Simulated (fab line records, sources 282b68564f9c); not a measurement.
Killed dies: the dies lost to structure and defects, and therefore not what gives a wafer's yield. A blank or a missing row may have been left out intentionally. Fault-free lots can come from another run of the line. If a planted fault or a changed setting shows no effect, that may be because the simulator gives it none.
fab line records ; flow rit-cmos
record: lots: 6; wafers: 18; last-day: 6
route steps=202 shown ACTIVE@1 FOX1@20 FOX2@23 M1@202
lots that met no fault: from a run of the same line without faults
start-h: hours from the record's first day to the start of the lot's first wafer shown ; wait-h: time in hours since the lot's previous step ; " repeats the value in the row above ; L1.1+2: one row covering several wafers at once ; - either no value or no given start ; * or withheld: withheld ; < > ~ a bound
route shown NAME@n: a module of which the file shows steps, and the number in the route of the first ; usual: mean/standard deviation of fault-free wafers ; same: alike in all rows ; chamber/n: place in a boat ; sites: the reading at each site ; _std_site: how widely they spread, as a standard deviation ; _edge_site: inner sites' mean taken away from outer sites' mean ; radius-mm: for every site, how far away it sits from the centre of the wafer ; mask NAME#n: copy n ; behind: the tool/chamber that last shaped the wafer ; hold: cause of the lot's hold/its duration in hours/its outcome ; device: names the non-switching transistor (n, p or np) ; end of line: the tests these same wafers got at the end of their route ; for a step that has no rows: nothing shown but its recipe ; killed: dies lost to structure and defects at the first sort, not the wafer's yield ; map: the dies of a wafer, with x for killed, . for not killed, _ for no die there
set.NAME: the setting the step ran with; set.NAME@STEP: the setting that earlier step ran with ; model.NAME: the simulator's own value behind a step, which no gauge read
lots at selected steps of the route; one table per step, one row per wafer
services: from which hour (start-h, from the record's first day; less than 0 if before it) a tool's chamber was out of use, for how many hours, and why
== steps ==
step: RIT_ACTIVE_BOW_MEAS_00
recipe: mode: bow
usual: INCOMING_BOW: 0/6
lot.wafer;tool;chamber;start-h;wait-h;INCOMING_BOW[um]
L611.3;film-metro-01;-;25.04;-;6
L611.4;film-metro-01;-;25.04;-;-6
L611.6;film-metro-01;-;25.04;-;-3
L613.1;film-metro-04;-;35.00;-;8
L613.3;film-metro-04;-;35.00;-;-4
L613.4;film-metro-04;-;35.00;-;6
L616.1;film-metro-03;-;50.00;-;1
L616.3;film-metro-03;-;50.00;-;0
L616.5;film-metro-03;-;50.00;-;-3
L617.1;film-metro-01;-;55.00;-;0
L617.2;film-metro-01;-;55.00;-;13
L617.6;film-metro-01;-;55.00;-;-4
L625.1;film-metro-04;-;95.00;-;-4
L625.4;film-metro-04;-;95.00;-;2
L625.6;film-metro-04;-;95.00;-;4
L626.2;film-metro-04;-;100.02;-;3
L626.3;film-metro-04;-;100.02;-;-3
L626.4;film-metro-04;-;100.02;-;9
step: RIT_ACTIVE_OXIDATION_01
recipe: temp-c: 1000; ambient: O2; target-thk-a: 468; ox-time-s: 3360
usual: spike-tc-centre-C: 1002.9/1.1; spike-tc-load-C: 1023.6/2.5; spike-tc-source-C: 1024.7/2; tube-center-temp-C: 1000/0.091; tube_center_temp_C_max: 1002.6/0.44; zone-power-source-pct: 31.7/1
lot.wafer;tool;chamber;start-h;wait-h;spike-tc-centre-C;spike-tc-load-C;spike-tc-source-C;tube-center-temp-C;tube_center_temp_C_max;zone-power-source-pct;model.SiO2_of_ACTIVE_OXIDATION_01.thk-nm
L611.3;furnace-01;0;26.35;1.3;1003.1;1025.1;1026.9;1000;1002.4;32.6;45.37
L611.4;furnace-01;0;26.35;1.3;1004.8;1027.2;1027.1;999.8;1002.5;32.2;45.32
L611.6;furnace-01;0;26.35;1.3;1003.0;1023.9;1025.5;1000;1002.2;32.5;45.23
L613.1;furnace-02;0;35.12;0.1;1003.3;1023.3;1023.0;999.96;1002.8;31.4;46.34
L613.3;furnace-02;0;35.12;0.1;1003.6;1022.9;1021.4;999.95;1002.3;31.5;47.29
L613.4;furnace-02;0;35.12;0.1;1002.6;1022.0;1023.3;999.85;1003.2;32.0;47.56
L616.1;furnace-01;0;50.24;0.2;1029.3;1053.2;1051.6;1025;1027.3;35.0;59.65
L616.3;furnace-01;0;50.24;0.2;1027.6;1051.8;1053.6;1025;1027.8;34.9;60.69
L616.5;furnace-01;0;50.24;0.2;1027.9;1050.7;1054.2;1025;1027.1;35.0;59.81
L617.1;furnace-01;0;55.12;0.1;1028.0;1050.1;1051.7;1025;1027.4;35.2;58.91
L617.2;furnace-01;0;55.12;0.1;1028.2;1052.1;1050.7;1025.2;1028.2;34.9;57.82
L617.6;furnace-01;0;55.12;0.1;1027.9;1052.0;1051.2;1025.1;1028.3;34.5;58.09
L625.1;furnace-02;0;95.12;0.1;1000.2;1022.0;1023.2;999.94;1002.6;31.0;46.33
L625.4;furnace-02;0;95.12;0.1;1003.1;1023.2;1023.4;999.97;1002.3;31.3;46.03
L625.6;furnace-02;0;95.12;0.1;1000.9;1021.7;1022.7;1000.1;1003.1;31.4;46.82
L626.2;furnace-03;0;100.12;0.1;1001.0;1020.2;1025.8;999.99;1002.1;30.1;47.54
L626.3;furnace-03;0;100.12;0.1;1005.1;1021.4;1022.9;999.9;1001.9;30.2;47.38
L626.4;furnace-03;0;100.12;0.1;1000.9;1021.3;1023.9;999.98;1002.9;30.1;47.39
step: RIT_ACTIVE_THK_MEAS_02
recipe: reads: SiO2_of_ACTIVE_OXIDATION_01
usual: ACTIVE_OXIDE_THK: 46.6/1.1
lot.wafer;tool;chamber;start-h;wait-h;ACTIVE_OXIDE_THK[nm]
L611.3;film-metro-04;-;28.31;0.0;45.3
L611.4;film-metro-04;-;28.31;0.0;45.3
L611.6;film-metro-04;-;28.31;0.0;45.2
L613.1;film-metro-03;-;37.05;0.0;46.3
L613.3;film-metro-03;-;37.05;0.0;47.3
L613.4;film-metro-03;-;37.05;0.0;47.6
L616.1;film-metro-04;-;52.17;0.0;59.7
L616.3;film-metro-04;-;52.17;0.0;60.7
L616.5;film-metro-04;-;52.17;0.0;59.7
L617.1;film-metro-04;-;57.05;0.0;59.0
L617.2;film-metro-04;-;57.05;0.0;57.8
L617.6;film-metro-04;-;57.05;0.0;58.1
L625.1;film-metro-04;-;97.05;0.0;46.3
L625.4;film-metro-04;-;97.05;0.0;46.1
L625.6;film-metro-04;-;97.05;0.0;46.8
L626.2;film-metro-04;-;102.06;0.0;47.5
L626.3;film-metro-04;-;102.06;0.0;47.4
L626.4;film-metro-04;-;102.06;0.0;47.3
step: RIT_ACTIVE_CVD_03
recipe: material: Si3N4; target-thk-nm: 150; temp-c: 810; precursor: SiH2Cl2/NH3; time-s: 1500; pressure-mtorr: 300; sih2cl2-flow-sccm: 60; nh3-flow-sccm: 150
step: RIT_ACTIVE_THK_MEAS_04
recipe: reads: Si3N4_of_ACTIVE_CVD_03
usual: ACTIVE_NITRIDE_THK: 149.9/1.2
lot.wafer;tool;chamber;start-h;wait-h;ACTIVE_NITRIDE_THK[nm]
L611.3;film-metro-03;-;29.78;0.0;151.1
L611.4;film-metro-03;-;29.78;0.0;150.0
L611.6;film-metro-03;-;29.78;0.0;150.3
L613.1;film-metro-03;-;38.53;0.0;148.3
L613.3;film-metro-03;-;38.53;0.0;150.2
L613.4;film-metro-03;-;38.53;0.0;149.5
L616.1;film-metro-01;-;54.36;0.0;148.3
L616.3;film-metro-01;-;54.36;0.0;147.4
L616.5;film-metro-01;-;54.36;0.0;148.0
L617.1;film-metro-01;-;58.53;0.0;150.1
L617.2;film-metro-01;-;58.53;0.0;148.0
L617.6;film-metro-01;-;58.53;0.0;149.5
L625.1;film-metro-01;-;98.53;0.0;148.2
L625.4;film-metro-01;-;98.53;0.0;150.2
L625.6;film-metro-01;-;98.53;0.0;149.5
L626.2;film-metro-01;-;103.54;0.0;151.7
L626.3;film-metro-01;-;103.54;0.0;150.5
L626.4;film-metro-01;-;103.54;0.0;150.6
step: RIT_ACTIVE_HMDS_05
recipe: prime-time-s: 60; prime-temp-c: 140
step: RIT_ACTIVE_COAT_06
recipe: resist: NOVOLAK; spin-rpm: 3250; resist-thk-nm: 1000
step: RIT_ACTIVE_SOFTBAKE_07
recipe: resist: NOVOLAK; temp-c: 90; time-s: 60
step: RIT_ACTIVE_EXPOSE_08
recipe: mask-id: M1; na: 0.6; source-shape: conventional; sigma-outer: 0.6; target-cd-nm: 1400; dose-mj: 225
step: RIT_ACTIVE_PEB_09
recipe: resist: NOVOLAK; temp-c: withheld; time-s: withheld
step: RIT_ACTIVE_DEVELOP_10
recipe: resist: NOVOLAK; develop-time-s: 50; dev-temp-c: 23
step: RIT_ACTIVE_CD_MEAS_11
recipe: target-cd-nm: 1400
usual: cd-nm: 1399.7/1.9
lot.wafer;tool;chamber;start-h;wait-h;cd-nm
L611.3;cd-sem-01;-;30.71;-;1398.7
L611.4;cd-sem-01;-;30.71;-;1398.6
L611.6;cd-sem-01;-;30.71;-;1398.0
L613.1;cd-sem-02;-;39.56;-;1401.2
L613.3;cd-sem-02;-;39.56;-;1399.5
L613.4;cd-sem-02;-;39.56;-;1402.8
L616.1;cd-sem-01;-;55.27;-;1399.4
L616.3;cd-sem-01;-;55.27;-;1400.6
L616.5;cd-sem-01;-;55.27;-;1399.3
L617.1;cd-sem-01;-;59.44;-;1401.0
L617.2;cd-sem-01;-;59.44;-;1403.1
L617.6;cd-sem-01;-;59.44;-;1403.8
L625.1;cd-sem-02;-;99.56;-;1403.2
L625.4;cd-sem-02;-;99.56;-;1398.8
L625.6;cd-sem-02;-;99.56;-;1402.1
L626.2;cd-sem-02;-;104.46;-;1399.6
L626.3;cd-sem-02;-;104.46;-;1398.4
L626.4;cd-sem-02;-;104.46;-;1400.5
step: RIT_ACTIVE_HARDBAKE_12
recipe: resist: NOVOLAK; temp-c: 140; time-s: 60
step: RIT_ACTIVE_ETCH_13
recipe: stop-on: SiO2; chemistry: SF6; target: Si3N4; time-s: 210; over-etch-frac: 0.4; SF6_flow_sccm: 200; pressure-mtorr: 260; rf-w: 125; target-depth-a: 2100
usual: drypump-motor-current-A: 5.6/0.52; oes-product-au: 0.818/0.012; throttle-valve-pct: 7.52/0.092
lot.wafer;tool;chamber;start-h;wait-h;drypump-motor-current-A;oes-product-au;rf-hours-counter-h;throttle-valve-pct
L611.3;rie-diel-04;0;30.94;0.1;5.1;0.828;125;7.52
L611.4;rie-diel-04;3;30.94;0.1;5.9;0.822;42;7.48
L611.6;rie-diel-04;2;30.94;0.1;5.1;0.820;-;7.59
L613.1;rie-diel-02;3;39.83;0.1;5.1;0.813;5;7.59
L613.3;rie-diel-02;0;39.83;0.1;6.1;0.809;52;7.48
L613.4;rie-diel-02;2;39.83;0.1;5.5;0.801;110;7.63
L616.1;rie-diel-04;0;55.54;0.1;5.1;0.820;125;7.52
L616.3;rie-diel-04;2;55.54;0.1;5.1;0.813;25;7.58
L616.5;rie-diel-04;2;55.54;0.1;5.0;0.816;-;7.59
L617.1;rie-diel-04;3;59.71;0.1;5.9;0.821;42;7.49
L617.2;rie-diel-04;0;59.71;0.1;5.1;0.822;125;7.51
L617.6;rie-diel-04;3;59.71;0.1;5.9;0.821;-;7.49
L625.1;rie-diel-04;2;99.83;0.1;5.0;0.817;26;7.58
L625.4;rie-diel-04;0;99.83;0.1;5.1;0.821;126;7.51
L625.6;rie-diel-04;2;99.83;0.1;5.1;0.813;-;7.59
L626.2;rie-diel-03;0;104.81;0.1;5.1;0.817;89;7.60
L626.3;rie-diel-03;2;104.81;0.1;5.8;0.811;39;7.55
L626.4;rie-diel-03;3;104.81;0.1;6.0;0.838;78;7.42
step: RIT_ACTIVE_STRIP_14
recipe: chemistry: O2; time-s: 180; resist: NOVOLAK; platen-temp-c: withheld; power-w: 500; pressure-mtorr: 4000; o2-flow-sccm: 4000
usual: drypump-motor-current-A: 5.7/0.35; rf-refl-power-W: 6.0/0.52
lot.wafer;tool;chamber;start-h;wait-h;drypump-motor-current-A;rf-hours-counter-h;rf-refl-power-W
L611.3;plasma-asher-01;1;31.13;0.1;5.3;-;6.5
L611.4;plasma-asher-01;0;31.13;0.1;6.1;-;6.1
L611.6;plasma-asher-01;1;31.13;0.1;5.3;-;6.7
L613.1;plasma-asher-03;1;39.97;0.1;6.0;37;5.7
L613.3;plasma-asher-03;1;39.97;0.1;5.9;-;5.6
L613.4;plasma-asher-03;0;39.97;0.1;5.4;-;6.1
L616.1;plasma-asher-01;1;55.67;0.1;5.3;38;6.6
L616.3;plasma-asher-01;0;55.67;0.1;6.2;-;6.1
L616.5;plasma-asher-01;0;55.67;0.1;6.1;-;6.0
L617.1;plasma-asher-01;1;59.84;0.1;5.3;38;6.4
L617.2;plasma-asher-01;0;59.84;0.1;6.1;38;6.0
L617.6;plasma-asher-01;1;59.84;0.1;5.3;-;6.6
L625.1;plasma-asher-01;1;99.97;0.1;5.3;43;6.7
L625.4;plasma-asher-01;1;99.97;0.1;5.3;-;6.6
L625.6;plasma-asher-01;0;99.97;0.1;6.1;-;6.1
L626.2;plasma-asher-03;1;104.95;0.1;6.0;44;5.7
L626.3;plasma-asher-03;1;104.95;0.1;6.0;-;5.5
L626.4;plasma-asher-03;0;104.95;0.1;5.4;-;6.3
step: RIT_ACTIVE_CD_MEAS_90
recipe: target-cd-nm: 1400
usual: cd-nm: 1399.8/1.9
lot.wafer;tool;chamber;start-h;wait-h;cd-nm
L611.3;cd-sem-02;-;31.29;0.1;1398.7
L611.4;cd-sem-02;-;31.29;0.1;1398.6
L611.6;cd-sem-02;-;31.29;0.1;1398.0
L613.1;cd-sem-01;-;40.14;0.1;1401.5
L613.3;cd-sem-01;-;40.14;0.1;1399.8
L613.4;cd-sem-01;-;40.14;0.1;1402.7
L616.1;cd-sem-02;-;55.85;0.1;1399.4
L616.3;cd-sem-02;-;55.85;0.1;1400.5
L616.5;cd-sem-02;-;55.85;0.1;1399.7
L617.1;cd-sem-01;-;60.02;0.1;1401.1
L617.2;cd-sem-01;-;60.02;0.1;1403.0
L617.6;cd-sem-01;-;60.02;0.1;1404.0
L625.1;cd-sem-01;-;100.14;0.1;1403.1
L625.4;cd-sem-01;-;100.14;0.1;1399.3
L625.6;cd-sem-01;-;100.14;0.1;1401.5
L626.2;cd-sem-01;-;105.14;0.1;1399.3
L626.3;cd-sem-01;-;105.14;0.1;1398.6
L626.4;cd-sem-01;-;105.14;0.1;1400.5
step: RIT_ACTIVE_CLEAN_15
recipe: chemistry: SC1; mix: 3:3:50; time-s: 600; temp-c: 75
step: RIT_ACTIVE_CLEAN_16
recipe: chemistry: dHF; dilution: 50:1; time-s: 30
step: RIT_ACTIVE_CLEAN_17
recipe: chemistry: SC2; mix: 3:3:50; time-s: 600; temp-c: 75; dry: n2-spin
step: RIT_FOX1_OXIDATION_00
recipe: temp-c: 1100; ambient: H2O; target-thk-a: 3507; p-h2o-torr: 720; ox-time-s: 1130
step: RIT_FOX1_THK_MEAS_01
recipe: reads: SiO2_of_FOX1_OXIDATION_00
usual: FOX1_OXIDE_THK: 348/6
lot.wafer;tool;chamber;start-h;wait-h;FOX1_OXIDE_THK[nm]
L611.3;film-metro-02;-;33.90;0.0;341
L611.4;film-metro-02;-;33.90;0.0;340
L611.6;film-metro-02;-;33.90;0.0;345
L613.1;film-metro-03;-;41.94;0.0;343
L613.3;film-metro-03;-;41.94;0.0;343
L613.4;film-metro-03;-;41.94;0.0;345
L616.1;film-metro-04;-;58.37;0.0;343
L616.3;film-metro-04;-;58.37;0.0;343
L616.5;film-metro-04;-;58.37;0.0;344
L617.1;film-metro-02;-;61.82;0.0;348
L617.2;film-metro-02;-;61.82;0.0;347
L617.6;film-metro-02;-;61.82;0.0;350
L625.1;film-metro-02;-;101.94;0.0;357
L625.4;film-metro-02;-;101.94;0.0;355
L625.6;film-metro-02;-;101.94;0.0;354
L626.2;film-metro-04;-;106.93;0.0;344
L626.3;film-metro-04;-;106.93;0.0;349
L626.4;film-metro-04;-;106.93;0.0;345
step: RIT_FOX1_WET_ETCH_02
recipe: chemistry: BOE; target-depth-nm: 350; time-s: 390; temp-c: 21.5; dry: n2-spin; dilution: 10:1; target: SiO2
step: RIT_FOX2_OXIDATION_00
recipe: temp-c: 1100; ambient: H2O; target-thk-a: 3507; p-h2o-torr: 720; ox-time-s: 1130
step: RIT_FOX2_THK_MEAS_01
recipe: reads: SiO2_of_FOX2_OXIDATION_00
usual: FOX2_OXIDE_THK: 350/6.1
lot.wafer;tool;chamber;start-h;wait-h;FOX2_OXIDE_THK[nm]
L611.3;film-metro-02;-;35.39;0.0;346
L611.4;film-metro-02;-;35.39;0.0;343
L611.6;film-metro-02;-;35.39;0.0;346
L613.1;film-metro-01;-;43.43;0.0;346
L613.3;film-metro-01;-;43.43;0.0;355
L613.4;film-metro-01;-;43.43;0.0;354
L616.1;film-metro-02;-;59.86;0.0;349
L616.3;film-metro-02;-;59.86;0.0;352
L616.5;film-metro-02;-;59.86;0.0;342
L617.1;film-metro-02;-;63.37;0.0;361
L617.2;film-metro-02;-;63.37;0.0;360
L617.6;film-metro-02;-;63.37;0.0;361
L625.1;film-metro-02;-;103.43;0.0;346
L625.4;film-metro-02;-;103.43;0.0;345
L625.6;film-metro-02;-;103.43;0.0;347
L626.2;film-metro-01;-;108.42;0.0;341
L626.3;film-metro-01;-;108.42;0.0;346
L626.4;film-metro-01;-;108.42;0.0;342
step: RIT_FOX2_CLEAN_02
recipe: chemistry: dHF; dilution: 50:1; time-s: 180
step: RIT_FOX2_WET_ETCH_03
recipe: chemistry: H3PO4; target: Si3N4; target-depth-nm: 195; temp-c: 165; time-s: 2700
lot.wafer;tool;chamber;start-h;wait-h;model.SiO2_of_ACTIVE_OXIDATION_01.thk-nm
L611.3;wet-bench-03;1;35.49;0.0;40.48
L611.4;wet-bench-03;1;35.49;0.0;40.43
L611.6;wet-bench-03;1;35.49;0.0;40.35
L613.1;wet-bench-03;3;43.55;0.0;39.82
L613.3;wet-bench-03;3;43.55;0.0;41.93
L613.4;wet-bench-03;3;43.55;0.0;42.17
L616.1;wet-bench-01;0;59.98;0.0;53
L616.3;wet-bench-01;0;59.98;0.0;53.95
L616.5;wet-bench-01;0;59.98;0.0;53.16
L617.1;wet-bench-04;0;63.49;0.0;52.23
L617.2;wet-bench-04;0;63.49;0.0;51.26
L617.6;wet-bench-04;0;63.49;0.0;51.52
L625.1;wet-bench-03;0;103.55;0.0;41.21
L625.4;wet-bench-03;0;103.55;0.0;40.96
L625.6;wet-bench-03;0;103.55;0.0;41.68
L626.2;wet-bench-01;2;108.53;0.0;42.23
L626.3;wet-bench-01;2;108.53;0.0;41.15
L626.4;wet-bench-01;2;108.53;0.0;40.94
step: RIT_FOX2_THK_MEAS_90
recipe: reads: SiO2_of_FOX2_OXIDATION_00
usual: FIELD_OXIDE_LEFT_1_THK: 322/6.1
lot.wafer;tool;chamber;start-h;wait-h;FIELD_OXIDE_LEFT_1_THK[nm]
L611.3;film-metro-03;-;36.27;0.0;319
L611.4;film-metro-03;-;36.27;0.0;316
L611.6;film-metro-03;-;36.27;0.0;319
L613.1;film-metro-02;-;44.31;0.0;318
L613.3;film-metro-02;-;44.31;0.0;328
L613.4;film-metro-02;-;44.31;0.0;326
L616.1;film-metro-03;-;60.73;0.0;322
L616.3;film-metro-03;-;60.73;0.0;324
L616.5;film-metro-03;-;60.73;0.0;315
L617.1;film-metro-03;-;64.24;0.0;334
L617.2;film-metro-03;-;64.24;0.0;332
L617.6;film-metro-03;-;64.24;0.0;334
L625.1;film-metro-02;-;104.38;0.0;318
L625.4;film-metro-02;-;104.38;0.0;317
L625.6;film-metro-02;-;104.38;0.0;319
L626.2;film-metro-02;-;109.30;0.0;313
L626.3;film-metro-02;-;109.30;0.0;319
L626.4;film-metro-02;-;109.30;0.0;315
step: RIT_M1_PROBE_99
usual: killed-at-contacts: 0.1/0.25; killed-at-front-end: 7/3.3; killed-dies: 7/3.3; killed-open: 3.6/2; killed-short: 3.6/2.1
same: gross-dies: 264; killed_at_M0_to_M3: 0; killed_at_M4_up: 0; killed-at-back-side: 0; killed-at-other: 0
lot.wafer;tool;chamber;start-h;wait-h;killed-at-contacts;killed-at-front-end;killed-dies;killed-open;killed-short;model.etest.pldd.width-nm;model.etest.nldd.width-nm;model.etest.pplus-sal.width-nm;model.etest.nplus-sal.width-nm;model.etest.nmos-narrow.drive-ua-um;model.etest.pmos-narrow.drive-ua-um;model.etest.nmos_0p3.drive-ua-um;model.etest.well-edge-left.line-ohm-um
L611.3;prober-02;-;76.48;0.2;0;3;3;1;2;3208;3197;3496;3484;229.5;105.7;222.2;183.2
L611.4;prober-02;-;76.53;0.2;0;3;3;3;0;3186;3228;3465;3463;223.9;101.8;217.3;182.3
L611.6;prober-02;-;76.63;0.2;0;10;10;4;6;3218;3216;3447;3467;222.2;99.18;217.6;183.5
L613.1;prober-02;-;83.73;0.1;0;6;6;3;3;3198;3192;3478;3456;228.7;103.7;229.6;181.4
L613.3;prober-02;-;83.83;0.2;0;11;11;6;5;3187;3177;3455;3462;221.8;102.3;226.5;180.4
L613.4;prober-02;-;83.88;0.2;0;3;3;1;2;3176;3175;3442;3441;225.3;101.3;224.1;182
L616.1;prober-01;-;98.73;0.1;0;9;9;8;1;3042;3026;3368;3387;198;88.77;225.2;187.5
L616.3;prober-01;-;98.83;0.2;0;5;5;3;2;3016;3025;3367;3391;194.7;87.63;226.3;182.7
L616.5;prober-01;-;98.93;0.2;1;6;7;4;3;3064;3044;3383;3381;201.4;90.23;226.8;186.5
L617.1;prober-02;-;103.56;0.1;0;8;8;4;4;3028;3026;3408;3391;186.8;87.22;214.6;184.3
L617.2;prober-02;-;103.61;0.1;0;5;5;2;3;3056;3043;3385;3371;189.3;87.77;212.2;184.6
L617.6;prober-02;-;103.81;0.2;0;1;1;1;0;3034;3049;3408;3388;192.7;91.13;217.9;182.8
L625.1;prober-02;-;142.10;0.1;0;12;12;5;7;3168;3168;3455;3447;224.5;98.75;223.1;182.5
L625.4;prober-02;-;142.25;0.2;0;5;5;2;3;3202;3195;3442;3427;219;97.69;220.5;183
L625.6;prober-02;-;142.35;0.2;0;5;5;1;4;3175;3165;3452;3455;224.4;101.8;227.3;182.6
L626.2;prober-01;-;148.76;0.1;0;13;13;7;6;3184;3208;3442;3426;231.7;100.9;230.6;181.6
L626.3;prober-01;-;148.81;0.2;1;14;15;7;8;3164;3182;3464;3452;225.4;97.44;228.7;181.4
L626.4;prober-01;-;148.86;0.2;0;11;11;7;4;3197;3203;3448;3454;230;101.7;230.3;181.3
killed by level:class
L611.3 GATE:geometric-particle:short=1 GATE:geometric-particle:open=1 SILICIDE:geometric-particle:short=1
L611.4 GATE:geometric-particle:open=3
L611.6 SPACER:geometric-particle:short=2 REOX:geometric-particle:short=2 SPACER:geometric-particle:open=2 FOX1:geometric-particle:open=1 GATE:geometric-particle:open=1 GATE:geometric-particle:short=1 SILICIDE:geometric-particle:short=1
L613.1 FOX1:geometric-particle:open=2 GATE:geometric-particle:short=2 FOX2:geometric-particle:short=1 SILICIDE:geometric-particle:open=1
L613.3 FOX2:geometric-particle:open=3 REOX:geometric-particle:short=2 FOX1:geometric-particle:short=1 FOX2:geometric-particle:short=1 GATE:geometric-particle:open=1 SPACER:geometric-particle:open=1 SILICIDE:geometric-particle:short=1 SILICIDE:geometric-particle:open=1
L613.4 GATE:geometric-particle:short=1 GATE:geometric-particle:open=1 SPACER:geometric-particle:short=1
L616.1 REOX:geometric-particle:open=4 GATE:geometric-particle:open=3 FOX1:geometric-particle:open=1 GATE:geometric-particle:short=1
L616.3 GATE:geometric-particle:short=2 FOX2:geometric-particle:open=1 GATE:geometric-particle:open=1 REOX:geometric-particle:open=1
L616.5 GATE:geometric-particle:open=4 GATE:geometric-particle:short=2 CONTACT:geometric-particle:short=1
L617.1 SPACER:geometric-particle:short=2 FOX2:geometric-particle:open=1 FOX2:geometric-particle:short=1 GATE:geometric-particle:open=1 GATE:geometric-particle:short=1 SPACER:geometric-particle:open=1 SILICIDE:geometric-particle:open=1
L617.2 FOX2:geometric-particle:short=1 GATE:geometric-particle:open=1 REOX:geometric-particle:short=1 SILICIDE:geometric-particle:open=1 SILICIDE:geometric-particle:short=1
L617.6 SILICIDE:geometric-particle:open=1
L625.1 SILICIDE:geometric-particle:short=3 GATE:geometric-particle:open=2 GATE:geometric-particle:short=2 SPACER:geometric-particle:open=2 FOX1:geometric-particle:short=1 REOX:geometric-particle:short=1 REOX:geometric-particle:open=1
L625.4 SILICIDE:geometric-particle:open=2 FOX2:geometric-particle:short=1 SPACER:geometric-particle:short=1 SILICIDE:geometric-particle:short=1
L625.6 GATE:geometric-particle:open=1 GATE:geometric-particle:short=1 REOX:geometric-particle:short=1 SPACER:geometric-particle:short=1 SILICIDE:geometric-particle:short=1
L626.2 GATE:geometric-particle:open=3 GATE:geometric-particle:short=3 REOX:geometric-particle:open=3 REOX:geometric-particle:short=3 SPACER:geometric-particle:open=1
L626.3 REOX:geometric-particle:short=4 GATE:geometric-particle:open=3 SPACER:geometric-particle:open=3 GATE:geometric-particle:short=2 FOX1:geometric-particle:open=1 SPACER:geometric-particle:short=1 CONTACT:geometric-particle:short=1
L626.4 FOX1:geometric-particle:open=3 GATE:geometric-particle:open=2 REOX:geometric-particle:short=2 FOX1:geometric-particle:short=1 GATE:geometric-particle:short=1 SPACER:geometric-particle:open=1 SILICIDE:geometric-particle:open=1
== services ==
tool;chamber;start-h;hours;kind
rie-diel-04;2;5.21;6.4;repair
wet-bench-04;-;6.22;3.5;repair
rie-diel-02;-;15.24;2.8;pm
furnace-03;-;20.68;8.2;pm
furnace-03;-;28.93;3.3;pm
rie-diel-02;1;34.50;4.5;repair
rie-diel-03;-;55.20;1.5;repair
furnace-01;-;69.48;5.4;pm
rie-diel-03;1;75.11;-;clean
rie-diel-03;1;75.11;20.8;scheduled-down
rie-diel-03;1;75.11;20.8;vent-cycle
furnace-01;-;77.43;2.6;pm
rie-diel-03;2;90.93;5.7;repair
== key ==
first-sign: step: RIT_ACTIVE_OXIDATION_01; reading: tube-center-temp-C; direction: up; sigmas: 99+; usual: *; struck: *
effect: step: RIT_ACTIVE_OXIDATION_01; reading: tube_center_temp_C_max; direction: up; sigmas: 56; usual: *; struck: *
effect: step: RIT_ACTIVE_THK_MEAS_02; reading: ACTIVE_OXIDE_THK; direction: up; sigmas: 11; usual: 46.6; struck: 59.2
model-effect: step: RIT_ACTIVE_OXIDATION_01; value: SiO2_of_ACTIVE_OXIDATION_01.thk-nm; without: 46.72; struck: 59.16
model-effect: step: RIT_FOX2_WET_ETCH_03; value: SiO2_of_ACTIVE_OXIDATION_01.thk-nm; without: 41.48; struck: 52.52
model-effect: step: RIT_M1_PROBE_99; value: etest.pldd.width-nm; without: 3184; struck: 3040
met-at RIT_ACTIVE_OXIDATION_01
struck-wafers L616.1,L616.3,L616.5,L617.1,L617.2,L617.6
tester-left-out L616,L617
onset-between 26.35 50.24
fault: kind: process-parameter-drift; tool: furnace-01; chamber: -; onset-h: 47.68; steps: RIT_ACTIVE_OXIDATION_01; channel: temp-c; offset: *; shape: step; end-h: 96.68; acts-in: *; stated: *
tester-left-out: of these lots the tester's yield and bins aren't shown, on N5 and GAA mostly nor the transistor test; their killed dies are dies lost to structure and defects alone, not to doping, threshold or leakage, so they don't give the yield
